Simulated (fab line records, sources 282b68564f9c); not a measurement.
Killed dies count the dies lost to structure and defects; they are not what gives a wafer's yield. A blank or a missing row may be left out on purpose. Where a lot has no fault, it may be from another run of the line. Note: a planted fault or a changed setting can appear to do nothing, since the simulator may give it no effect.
Split-lot experiment    flow ritCmos    route with 202 steps; 5 lots, 23 wafers read

THE SPLIT ITSELF
At RIT_PLDD_COAT_01 (resist thk 1000 nm), the setting resistThkNm was moved away from the recipe's 1000 nm on 5 of the 23 wafers read, by -2.6% to -2.0%. All remaining wafers had this setting at the recipe value.

FROM THE SPLIT TO THE READING: what the file shows between them, 3 steps
- RIT_PLDD_SOFTBAKE_02: time 60 s
- RIT_PLDD_EXPOSE_03: exposes mask M8, target cd 40900 nm
- RIT_PLDD_DEVELOP_05: develop time 50 s

THE READING
NOVOLAK_of_PLDD_COAT_01.thkNm (the simulator's own value, which no gauge read), in nm, at RIT_PLDD_HARDBAKE_07 (time 60 s). The file gives no usual value for it. Here, 18 wafers ran the recipe; their average is 880.8 nm with a standard deviation of 1.9 nm.

wafer   tool, chamber at the split  resistThkNm as run, nm  against the recipe  NOVOLAK_of_PLDD_COAT_01.thkNm, nm  against lot-mates on the recipe
L075.1  lithoTrack-01, 0            1000                    recipe              881                                -
L075.2  lithoTrack-01, 0            1000                    recipe              879.1                              -
L075.3  lithoTrack-01, 0            1000                    recipe              879.8                              -
L075.4  lithoTrack-01, 0            1000                    recipe              878                                -
L075.6  lithoTrack-01, 0            1000                    recipe              878.3                              -
L076.2  lithoTrack-01, 0            1000                    recipe              881.5                              -
L076.3  lithoTrack-01, 0            1000                    recipe              880.5                              -
L076.4  lithoTrack-01, 0            1000                    recipe              881.9                              -
L076.5  lithoTrack-01, 0            1000                    recipe              882.5                              -
L076.6  lithoTrack-01, 0            1000                    recipe              879.8                              -
L079.2  lithoTrack-03, 0            974.2                   -2.6%               859.6                              -21.6
L079.3  lithoTrack-03, 0            1000                    recipe              880.7                              -
L079.4  lithoTrack-03, 0            974.2                   -2.6%               856.2                              -25.0
L079.5  lithoTrack-03, 0            1000                    recipe              880                                -
L079.6  lithoTrack-03, 0            1000                    recipe              882.9                              -
L080.2  lithoTrack-03, 0            980.4                   -2.0%               863.1                              -16.2
L080.3  lithoTrack-03, 0            1000                    recipe              877.2                              -
L080.4  lithoTrack-03, 0            980.4                   -2.0%               866.1                              -13.2
L080.5  lithoTrack-03, 0            980.4                   -2.0%               863                                -16.3
L080.6  lithoTrack-03, 0            1000                    recipe              881.4                              -
L085.2  lithoTrack-01, 0            1000                    recipe              883.2                              -
L085.3  lithoTrack-01, 0            1000                    recipe              883.2                              -
L085.4  lithoTrack-01, 0            1000                    recipe              884.1                              -

FIT RESULTS
A straight line over all 23 wafers: NOVOLAK_of_PLDD_COAT_01.thkNm changes by +8.74 nm for each +1% of resistThkNm; r = +0.98; the points scatter about the line by 1.9 nm.
The same after taking each lot's own level away (the mean of its wafers on the recipe; 23 wafers): +8.47 nm for each +1%; r = +0.98; scatter 1.5 nm.
That fit puts the effect of the largest move of resistThkNm on the reading at 22 nm.
From 879.24 to 883.50 nm: that is the span of the lots' own levels, equal to 2.3 times the standard deviation above.
The two slopes are in agreement: the lot-to-lot level therefore moves the slope only a little.
Check: -21.9 nm against its lot-mates is what the line predicts for one of the wafers moved furthest among these (-2.6%) when that wafer is left out of the fit. Against them it came out at -21.6 nm.

OTHER SPLITS APPLIED TO THESE WAFERS
Before the reading, these wafers also passed through other splits. Each is held against what the fit with the lots' levels taken away leaves over:
other split on the same wafers    wafers away from the commonest value  r with NOVOLAK_of_PLDD_COAT_01.thkNm (lot level and that fit taken away)
RIT_GATE_DEVELOP_15 developTimeS  6                                     -0.13

THE WHOLE CHAIN: every reading that the file lists as answering this split, in the file's order
step                  what it does        reading                                                                         change (the file's fit)               r (the file's)
RIT_PLDD_COAT_01      resist thk 1000 nm  NOVOLAK_of_PLDD_COAT_01.thkNm (the simulator's own value, which no gauge read)  +9.83 nm for each +1% of the setting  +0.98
RIT_PLDD_HARDBAKE_07  time 60 s           NOVOLAK_of_PLDD_COAT_01.thkNm (the simulator's own value, which no gauge read)  +8.57 nm for each +1% of the setting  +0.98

FILE'S OWN FIT
NOVOLAK_of_PLDD_COAT_01.thkNm changes by +8.57 nm for each +1% of resistThkNm, r = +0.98.
